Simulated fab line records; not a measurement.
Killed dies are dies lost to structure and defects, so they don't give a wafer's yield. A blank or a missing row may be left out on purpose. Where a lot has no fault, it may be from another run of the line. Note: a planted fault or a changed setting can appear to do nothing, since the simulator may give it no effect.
fab line records + flow berkeley-cmos170
record:
- lots: 14
- wafers: 42
- last-day: 11
route steps=331 shown NSD@191
lots untouched by any fault: they come from a run of this same line in which no faults occurred
start-h: hours from the record's opening day to when the first of the lot's shown wafers began + wait-h: how many hours have passed since the lot's step before this one + " the same as in the row above + L1.1+2: a single row standing in for several wafers + - no value, or no start was given + * or withheld: withheld + < > ~ a bound
route shown NAME@n: a module of which the file shows steps, and the number in the route of the first + usual: mean/standard deviation of fault-free wafers + same: alike in all rows + chamber/n: place in a boat + sites: per-site readings + _std_site: standard deviation of those values + _edge_site: mean of outer sites minus mean of inner sites + radius-mm: how far each site lies from the wafer's centre + mask NAME#n: copy n + behind: the tool/chamber that last shaped the wafer + hold: the reason the lot was held/the length of the hold in hours/how it ended + device: whichever transistor did not switch (one of n, p or np) + end of line: tests of these same wafers at the route's end + a step given without rows: its recipe and nothing more + killed: count of dies lost to structure and defects at first sort (not the wafer's yield) + map: a wafer's dies, marking killed ones x, the rest . and places with no die _
set.NAME: the run value of the setting; set.NAME@STEP: its run value at that earlier step + model.NAME: the simulator's own value behind a step, which no gauge read
a sample of lots followed through the steps of the route, with each step as a table and each wafer as a row
== steps ==
step: UCB170_NSD_PEB_04
recipe:
- peb-temp-c: 130
- peb-time-s: withheld
- resist: KrF
usual:
- heater-power-total-W: 56.80/0.049
- plate-temp-C: 130.01/0.14
| lot.wafer | tool           | chamber | start-h | wait-h | heater-power-total-W | plate-temp-C |
|-----------|----------------|---------|---------|--------|----------------------|--------------|
| L490.3    | litho-track-01 | 0       | 128.44  | 0.3    | 56.86                | 130.05       |
| L490.5    | "              | 0       | "       | "      | 56.71                | 130.02       |
| L490.6    | "              | 0       | "       | "      | 56.69                | 130.12       |
| L489.1    | litho-track-04 | 0       | 132.54  | 0.1    | 56.88                | 130.17       |
| L489.2    | "              | 0       | "       | "      | 56.76                | 130.00       |
| L489.3    | "              | 0       | "       | "      | 56.84                | 130.12       |
| L491.2    | litho-track-03 | 0       | 151.21  | 0.1    | 56.80                | 129.94       |
| L491.4    | "              | 0       | "       | "      | 56.83                | 129.87       |
| L491.6    | "              | 0       | "       | "      | 56.76                | 130.14       |
| L493.1    | litho-track-03 | 0       | 163.14  | 1.0    | 56.78                | 130.04       |
| L493.2    | "              | 0       | "       | "      | 56.81                | 130.01       |
| L493.5    | "              | 0       | "       | "      | 56.75                | 130.25       |
| L492.3    | litho-track-03 | 0       | 163.47  | 1.0    | 56.81                | 130.08       |
| L492.4    | "              | 0       | "       | "      | 56.77                | 130.14       |
| L492.5    | "              | 0       | "       | "      | 56.91                | 130.10       |
| L494.1    | litho-track-04 | 0       | 163.77  | 1.0    | 56.82                | 129.93       |
| L494.2    | "              | 0       | "       | "      | 56.70                | 129.86       |
| L494.3    | "              | 0       | "       | "      | 56.81                | 130.08       |
| L502.2    | litho-track-01 | 0       | 192.92  | 0.7    | 60.23                | -            |
| L502.4    | "              | 0       | "       | "      | 60.26                | -            |
| L502.6    | "              | 0       | "       | "      | 60.29                | -            |
| L500.1    | litho-track-01 | 0       | 193.17  | 0.7    | 60.31                | -            |
| L500.4    | "              | 0       | "       | "      | 60.22                | -            |
| L500.6    | "              | 0       | "       | "      | 60.26                | -            |
| L503.2    | litho-track-03 | 0       | 214.49  | 1.0    | 56.82                | 130.19       |
| L503.4    | "              | 0       | "       | "      | 56.73                | 130.10       |
| L503.5    | "              | 0       | "       | "      | 56.86                | 130.15       |
| L506.1    | litho-track-03 | 0       | 225.92  | 0.8    | 56.78                | 129.91       |
| L506.4    | "              | 0       | "       | "      | 56.87                | 130.02       |
| L506.5    | "              | 0       | "       | "      | 56.82                | 130.09       |
| L508.1    | litho-track-04 | 0       | 228.93  | 0.3    | 56.75                | 129.92       |
| L508.5    | "              | 0       | "       | "      | 56.81                | 130.04       |
| L508.6    | "              | 0       | "       | "      | 56.80                | 130.14       |
| L509.2    | litho-track-03 | 0       | 229.67  | 0.6    | 56.80                | 130.14       |
| L509.3    | "              | 0       | "       | "      | 56.82                | 130.18       |
| L509.4    | "              | 0       | "       | "      | 56.80                | 130.04       |
| L510.2    | litho-track-03 | 0       | 236.71  | 0.7    | 56.77                | 129.87       |
| L510.4    | "              | 0       | "       | "      | 56.79                | 129.77       |
| L510.6    | "              | 0       | "       | "      | 56.83                | 129.79       |
| L512.3    | litho-track-04 | 0       | 238.07  | 0.5    | 56.79                | 129.82       |
| L512.5    | "              | 0       | "       | "      | 56.82                | 129.66       |
| L512.6    | "              | 0       | "       | "      | 56.78                | 130.00       |
step: UCB170_NSD_CD_MEAS_06
recipe:
- target-cd-nm: 1200
usual:
- cd-nm: 1199.8/1.4
| lot.wafer | tool      | chamber | start-h | wait-h | cd-nm  |
|-----------|-----------|---------|---------|--------|--------|
| L490.3    | cd-sem-02 | -       | 128.70  | -      | 1201.1 |
| L490.5    | "         | -       | "       | "      | 1199.7 |
| L490.6    | "         | -       | "       | "      | 1200.3 |
| L489.1    | cd-sem-01 | -       | 132.81  | -      | 1201.8 |
| L489.2    | "         | -       | "       | "      | 1200.3 |
| L489.3    | "         | -       | "       | "      | 1202.5 |
| L491.2    | cd-sem-01 | -       | 151.48  | -      | 1201.5 |
| L491.4    | "         | -       | "       | "      | 1200.4 |
| L491.6    | "         | -       | "       | "      | 1198.9 |
| L493.1    | cd-sem-02 | -       | 163.56  | -      | 1199.8 |
| L493.2    | "         | -       | "       | "      | 1200.1 |
| L493.5    | "         | -       | "       | "      | 1198.3 |
| L492.3    | cd-sem-01 | -       | 163.73  | -      | 1200.7 |
| L492.4    | "         | -       | "       | "      | 1198.7 |
| L492.5    | "         | -       | "       | "      | 1200.5 |
| L494.1    | cd-sem-01 | -       | 164.04  | -      | 1202.0 |
| L494.2    | "         | -       | "       | "      | 1201.4 |
| L494.3    | "         | -       | "       | "      | 1199.7 |
| L502.2    | cd-sem-01 | -       | 193.19  | -      | 1189.2 |
| L502.4    | "         | -       | "       | "      | 1189.1 |
| L502.6    | "         | -       | "       | "      | 1189.2 |
| L500.1    | cd-sem-02 | -       | 193.44  | -      | 1187.0 |
| L500.4    | "         | -       | "       | "      | 1186.9 |
| L500.6    | "         | -       | "       | "      | 1187.2 |
| L503.2    | cd-sem-01 | -       | 214.76  | -      | 1199.6 |
| L503.4    | "         | -       | "       | "      | 1200.1 |
| L503.5    | "         | -       | "       | "      | 1199.9 |
| L506.1    | cd-sem-01 | -       | 226.20  | -      | 1200.8 |
| L506.4    | "         | -       | "       | "      | 1198.6 |
| L506.5    | "         | -       | "       | "      | 1199.9 |
| L508.1    | cd-sem-02 | -       | 229.21  | -      | 1201.2 |
| L508.5    | "         | -       | "       | "      | 1201.9 |
| L508.6    | "         | -       | "       | "      | 1200.0 |
| L509.2    | cd-sem-01 | -       | 229.94  | -      | 1200.2 |
| L509.3    | "         | -       | "       | "      | 1199.9 |
| L509.4    | "         | -       | "       | "      | 1200.7 |
| L510.2    | cd-sem-02 | -       | 236.98  | -      | 1202.5 |
| L510.4    | "         | -       | "       | "      | 1202.4 |
| L510.6    | "         | -       | "       | "      | 1202.3 |
| L512.3    | cd-sem-01 | -       | 238.34  | -      | 1199.3 |
| L512.5    | "         | -       | "       | "      | 1199.7 |
| L512.6    | "         | -       | "       | "      | 1199.3 |
== key ==
first-sign:
- step: UCB170_NSD_PEB_04
- reading: heater-power-total-W
- direction: up
- sigmas: 71
- usual: 56.80
- struck: 60.26
effect:
- step: UCB170_NSD_CD_MEAS_06
- reading: cd-nm
- direction: down
- sigmas: 8.3
- usual: 1199.8
- struck: 1188.1
met-at UCB170_NSD_PEB_04
struck-lots L500,L502
tester-left-out L500,L502
onset-between 128.44 192.92
fault:
- kind: process-parameter-drift
- tool: litho-track-01
- chamber: -
- onset-h: 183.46
- steps: UCB170_NSD_PEB_04
- channel: peb-time-s
- offset: withheld
- shape: step
- end-h: 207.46
- acts-in: *
tester-left-out: of these lots the tester's yield and bins aren't shown, on N5 and GAA mostly nor the transistor test; their killed dies are dies lost to structure and defects alone, not to doping, threshold or leakage, so they don't give the yield
